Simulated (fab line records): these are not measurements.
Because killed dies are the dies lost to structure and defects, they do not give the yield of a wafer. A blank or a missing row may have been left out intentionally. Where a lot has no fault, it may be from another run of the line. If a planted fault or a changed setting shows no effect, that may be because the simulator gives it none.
The same fault as seen by 2 desks :: flow berkeleyCmos170 :: each desk holds nothing but its own numbers, with what lay behind them at the end

METROLOGY DESK
Lot by lot, what the gauges showed, no matter which tool ran the lot: averages of those sampled wafers that carry a number. The brackets show how far a lot's mean lies from the usual mean; more than 4 standard deviations puts the lot out of limits, marked OUT.
Columns: A = cdNm at UCB170_M1_CD_MEAS_09, usual 700.2 nm; B = V1_POLISHED_THK at UCB170_V1_THK_MEAS_04, usual 999.5 nm; C = V1_OVL at UCB170_V1_OVL_MEAS_13, usual -3 nm
lot: L627
first seen here: day 8 20:30
A: 698.1
B: 999.6
C: -9

lot: L628
first seen here: day 8 22:06
A: 700.0
B: 998.1
C: -4

lot: L632
first seen here: day 9 05:22
A: 701.1
B: 999.3
C: 2

lot: L629
first seen here: day 9 05:37
A: 698.8
B: 1001.0
C: -5

lot: L630
first seen here: day 9 06:49
A: 700.3
B: 1001.0
C: -4

lot: L634
first seen here: day 10 13:26
A: 701.5
B: 1001.2
C: -10

lot: L640
first seen here: day 11 01:16
A: 699.7
B: 997.4
C: 1

lot: L641
first seen here: day 11 14:50
A: 697.7
B: 998.6
C: -3

lot: L642
first seen here: day 11 16:45
A: 699.2
B: 998.4
C: 0

lot: L644
first seen here: day 12 06:16
A: 700.1
B: 999.9
C: -9

lot: L646
first seen here: day 12 06:43
A: 700.2
B: 1000.8
C: -10

lot: L643
first seen here: day 12 07:16
A: 700.3
B: 999.7
C: 0

lot: L647
first seen here: day 12 20:02
A: 702.1
B: 1001.2
C: 4

lot: L649
first seen here: day 13 06:12
A: 700.8
B: 999.7
C: -3
This desk found nothing out of limits on any of the 14 lots.

DESK OF THE TOOL OWNER: pvdSputter-04
The tool's own readings at UCB170_M2_SPUTTER_01 (material Al, target thk 900 nm, time 120 s): means of the sampled wafers that have a number, for each lot that ran on this tool. The brackets show how far a lot's mean lies from the usual mean; more than 4 standard deviations puts the lot out of limits, marked OUT.
Columns: A = chamberPressurePa at UCB170_M2_SPUTTER_01, usual 0.5000 Pa; B = throttleValvePct at UCB170_M2_SPUTTER_01, usual 30.0 %
lot: L629
first seen here: day 9 14:17
A: 0.4998
B: 31.7

lot: L634
first seen here: day 10 17:46
A: 0.4992
B: 30.4

lot: L640
first seen here: day 11 07:53
A: 0.4903 (-8.8) OUT
B: 30.8

lot: L641
first seen here: day 11 19:31
A: 0.4901 (-9.0) OUT
B: 30.7
This desk finds L640, L641 out of limits, L640 being first, at day 11 07:53 (chamberPressurePa at UCB170_M2_SPUTTER_01). In limits: L629, L634.

TAKEN TOGETHER
The tool owner's desk could have raised an alarm at day 11 07:53, on L640, L641.
At the metrology desk, nothing out of limits was observed.
The metrology desk has L640, L641 on record, within its limits.
UCB170_M2_SPUTTER_01 was run on pvdSputter-04 by each of the lots named.

WHAT THE SIMULATOR HAD INSERTED
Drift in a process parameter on pvdSputter-04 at UCB170_M2_SPUTTER_01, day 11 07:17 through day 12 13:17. The setting chamberPressurePa was moved by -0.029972, starting from 0.5. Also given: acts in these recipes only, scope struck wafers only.
Lots struck among those shown: L640, L641.
Hours from the fault's start to each desk's first reading out of limits: the tool owner's desk, 1.
